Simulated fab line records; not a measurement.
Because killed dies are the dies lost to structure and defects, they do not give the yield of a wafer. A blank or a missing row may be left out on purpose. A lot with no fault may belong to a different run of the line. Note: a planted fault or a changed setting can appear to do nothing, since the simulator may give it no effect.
A struck lot beside a sound one -- flow berkeley_cmos170 -- 26 out of 331 route steps
Sound: wafers L587.1, L587.5, L587.6. Struck: wafers L605.1, L605.3, L605.6. The cause is given at the end.
Order at every step that has rows: each side's tool, ch and its chambers, its first start. Under that, the readings that differ: sound wafers -- struck wafers -- difference of the means -- sigmas: that difference in standard deviations of wafers without a fault.
alike: readings with means less than 2 such deviations apart, plus words and numbers identical on both sides. not compared: withheld readings, readings lacking a value on some wafer, bounds such as >300 that could conceal the same value, and numbers that have no deviation in the record and whose values overlap.
The two part at a step that has a row with sigmas, a row that says differs or no value, or rows on one side only. Non-overlapping numbers with no deviation appear without sigmas and do not part them. A reading that every wafer of one side lacks parts them only if that side has two wafers or more.

first, 3 steps without rows for these wafers: UCB170_PVT_EXPOSE_03 (exposes mask NWELL, target cd 3000 nm); UCB170_PVT_PEB_04; UCB170_PVT_DEVELOP_05 (develop time 45 s).
UCB170_PVT_OVL_MEAS_06:
  sound on overlay-01, day 5 13:58; struck on overlay-02, day 9 00:02
  alike: PVT_OVL
next, for these wafers, 1 step has no rows: UCB170_PVT_IMPLANT_07.
UCB170_PVT_STRIP_08: strips in O2.
  sound on plasma_asher-04 ch 0,1, day 5 14:08; struck on plasma_asher-02 ch 0,1, day 9 00:13
  alike: drypump_motor_current_A, oes_product_au, strip_time_to_endpoint_s
  not compared: rf_hours_counter_h
UCB170_PVT_TW_MEAS_09:
  sound on film_metro-04, day 5 14:14; struck on film_metro-03, day 9 00:19
  alike: PVT_TW
then, 1 step without rows for these wafers: UCB170_GATE_WET_ETCH_00 (etches SiO2 in dHF, time 200 s).
UCB170_FIELD_THK_MEAS_91:
  sound on film_metro-03, day 5 14:22; struck on film_metro-01, day 9 00:56
reading,sound,struck,difference,sigmas
FIELD_OXIDE_LEFT_2_THK (nm),368 373 375,340 343 342,-30,-3
then, 1 step without rows for these wafers: UCB170_GATE_OXIDATION_01 (target thk 6.6 nm, ox time 1800 s).
UCB170_GATE_THK_MEAS_02:
  sound on film_metro-02, day 5 17:59; struck on film_metro-02, day 9 04:26
  alike: GATE_OXIDE_THK
then, 1 step without rows for these wafers: UCB170_GATE_ANNEAL_03 (time 1800 s).
UCB170_GATE_CVD_04: deposits poly-Si from SiH4, time 1440 s, target thk 214 nm.
  sound on lpcvd-01 ch 1, day 5 19:43; struck on lpcvd-01 ch 0, day 9 09:43
reading,sound,struck,difference,sigmas
model.poly-Si_of_GATE_CVD_04.thk_nm (nm),213.5 214.5 213.8,353.1 355.7 355.4,+140.8,
UCB170_GATE_THK_MEAS_05:
  sound on film_metro-01, day 5 21:07; struck on film_metro-03, day 9 11:07
reading,sound,struck,difference,sigmas
GATE_POLY_THK (nm),213.5 214.5 213.6,352.9 355.9 355.4,+140.9,+61
then, 6 steps without rows for these wafers: UCB170_GATE_COAT_06; UCB170_GATE_COAT_07 (resist thk 900 nm); UCB170_GATE_SOFTBAKE_08 (time 60 s); UCB170_GATE_EXPOSE_09 (exposes mask POLY, target cd 350 nm); UCB170_GATE_PEB_10; UCB170_GATE_DEVELOP_11 (develop time 45 s).
UCB170_GATE_CD_MEAS_12 targets a cd of 350 nm.
  sound on cd_sem-02, day 5 23:13; struck on cd_sem-02, day 9 12:11
  alike: cd_nm
UCB170_GATE_OVL_MEAS_13:
  sound on overlay-02, day 5 23:20; struck on overlay-02, day 9 12:19
  alike: GATE_OVL
UCB170_GATE_ETCH_14: etches BARC in N2/H2.
  sound on rie_diel-04 ch 0,2, day 5 23:22; struck on rie_diel-04 ch 1,2, day 9 12:21
  alike: bias_w, drypump_motor_current_A, n2_flow_sccm, oes_product_au, throttle_valve_pct
UCB170_GATE_ETCH_15: etches poly-Si in HBr/Cl2, stops on SiO2, time 56.3 s, target depth 278.2 nm.
  sound on rie_si-02 ch 0,1,3, day 5 23:25; struck on rie_si-02 ch 1,3, day 9 12:23
reading,sound,struck,difference,sigmas
oes_product_au (a.u.),0.824 0.824 0.824,0.971 0.980 0.981,+0.153,+15
model.etch.depth_nm (nm),213.5 214.5 213.8,274.6 273.5 274.4,+60.2,
model.GATE.feature_depth_nm (nm),213.5 214.5 213.8,274.6 273.5 274.4,+60.2,
  alike: bias_w, drypump_motor_current_A, he_backside_leak_sccm, mfc_cl2_sccm, throttle_valve_pct
  not compared: rf_hours_counter_h
UCB170_GATE_STRIP_16: strips in O2.
  sound on plasma_asher-02 ch 0,1, day 5 23:28; struck on plasma_asher-02 ch 0, day 9 12:26
reading,sound,struck,difference,sigmas
model.poly-Si_of_GATE_CVD_04.thk_nm (nm),213.2 214.1 213.4,352.7 355.4 355,+140.8,
  alike: drypump_motor_current_A, oes_product_au
  not compared: rf_hours_counter_h
UCB170_GATE_CD_MEAS_90 targets a cd of 350 nm.
  sound on cd_sem-01, day 5 23:34; struck on cd_sem-02, day 9 12:35
  alike: cd_nm

## WHERE THEY PART
First at UCB170_FIELD_THK_MEAS_91; last, within this record, at UCB170_GATE_ETCH_15. Later steps at which nothing parts them and some readings are alike: UCB170_GATE_STRIP_16, UCB170_GATE_CD_MEAS_90.

WHY: whatever the simulator had introduced
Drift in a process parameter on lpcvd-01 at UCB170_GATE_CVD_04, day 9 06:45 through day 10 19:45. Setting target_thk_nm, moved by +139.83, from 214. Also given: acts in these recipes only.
